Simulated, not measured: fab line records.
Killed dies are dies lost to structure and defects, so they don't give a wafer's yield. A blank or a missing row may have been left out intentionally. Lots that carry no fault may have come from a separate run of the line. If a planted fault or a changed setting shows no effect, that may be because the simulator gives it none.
A struck lot beside a sound one -- flow ritCmos -- 15 out of 202 route steps
Sound: wafers L593.2, L593.4, L593.5. The struck wafers were L600.3, L600.5, L600.6. Last of all comes the cause.
Each step with rows lists, per side, the tool, then ch with its chambers, then its first start. Under that, the readings that differ: sound wafers -- struck wafers -- difference of the means -- sigmas: that difference in standard deviations of wafers without a fault.
alike: same words and numbers on both sides, and readings whose means sit less than 2 such deviations apart. not compared: any withheld reading, any reading some wafer has no value for, any bound like >300 that may hide the same value, and any number with overlapping values for which the record gives no deviation.
Wherever a step has rows on one side only, a row that says differs or no value, or a row with sigmas, the two part there. Non-overlapping numbers with no deviation appear without sigmas and do not part them. A reading missing from all wafers of one side parts the sides only when that side holds two or more wafers.

first, 2 steps without rows for these wafers: RIT_NLDD_PEB_04; RIT_NLDD_DEVELOP_05 (develop time 50 s).
RIT_NLDD_OVL_MEAS_06:
  sound: overlay-02 at day 4 19:33; struck: overlay-01 at day 6 06:59
reading,sound,struck,difference,sigmas
NLDD_OVL (nm),-0.7 -1.3 -1.2,2.7 0.7 0.6,+2.4,+2
then, 2 steps without rows for these wafers: RIT_NLDD_HARDBAKE_07 (time 60 s); RIT_NLDD_IMPLANT_08.
RIT_NLDD_STRIP_09: strips in O2, time 180 s.
  sound on plasmaAsher-02 ch 0,1, day 4 19:53; struck on plasmaAsher-04 ch 0,1, day 6 07:22
  alike: drypumpMotorCurrentA
  not compared: rfHoursCounterH
RIT_NLDD_TW_MEAS_10:
  sound: filmMetro-02 at day 4 20:04; struck: filmMetro-03 at day 6 07:30
  alike: NLDD_TW
then, 5 steps without rows for these wafers: RIT_PLDD_HMDS_00 (prime time 60 s); RIT_PLDD_COAT_01 (resist thk 1000 nm); RIT_PLDD_SOFTBAKE_02 (time 60 s); RIT_PLDD_EXPOSE_03 (exposes mask M8, target cd 40900 nm); RIT_PLDD_PEB_04.
RIT_PLDD_DEVELOP_05: develop time 50 s.
  sound on lithoTrack-04 ch 0, day 4 20:00; struck on lithoTrack-01 ch 0, day 6 08:00
reading,sound,struck,difference,sigmas
developerTempC (C),23.14 22.95 23.07,22.18 21.89 22.03,-1.02,-11
RIT_PLDD_OVL_MEAS_06:
  sound: overlay-02 at day 4 21:06; struck: overlay-02 at day 6 08:25
  alike: PLDD_OVL
RIT_M1_PROBE_99:
  sound: prober-02 at day 5 11:08; struck: prober-02 at day 6 22:25
  alike: killedAtFrontEnd, killedDies, killedOpen, killedShort

== WHERE THEY PART ==
At RIT_NLDD_OVL_MEAS_06 first; at RIT_PLDD_DEVELOP_05 last (within this record only). Later steps at which nothing parts them and some readings are alike: RIT_PLDD_OVL_MEAS_06, RIT_M1_PROBE_99.

WHY: whatever the simulator had introduced
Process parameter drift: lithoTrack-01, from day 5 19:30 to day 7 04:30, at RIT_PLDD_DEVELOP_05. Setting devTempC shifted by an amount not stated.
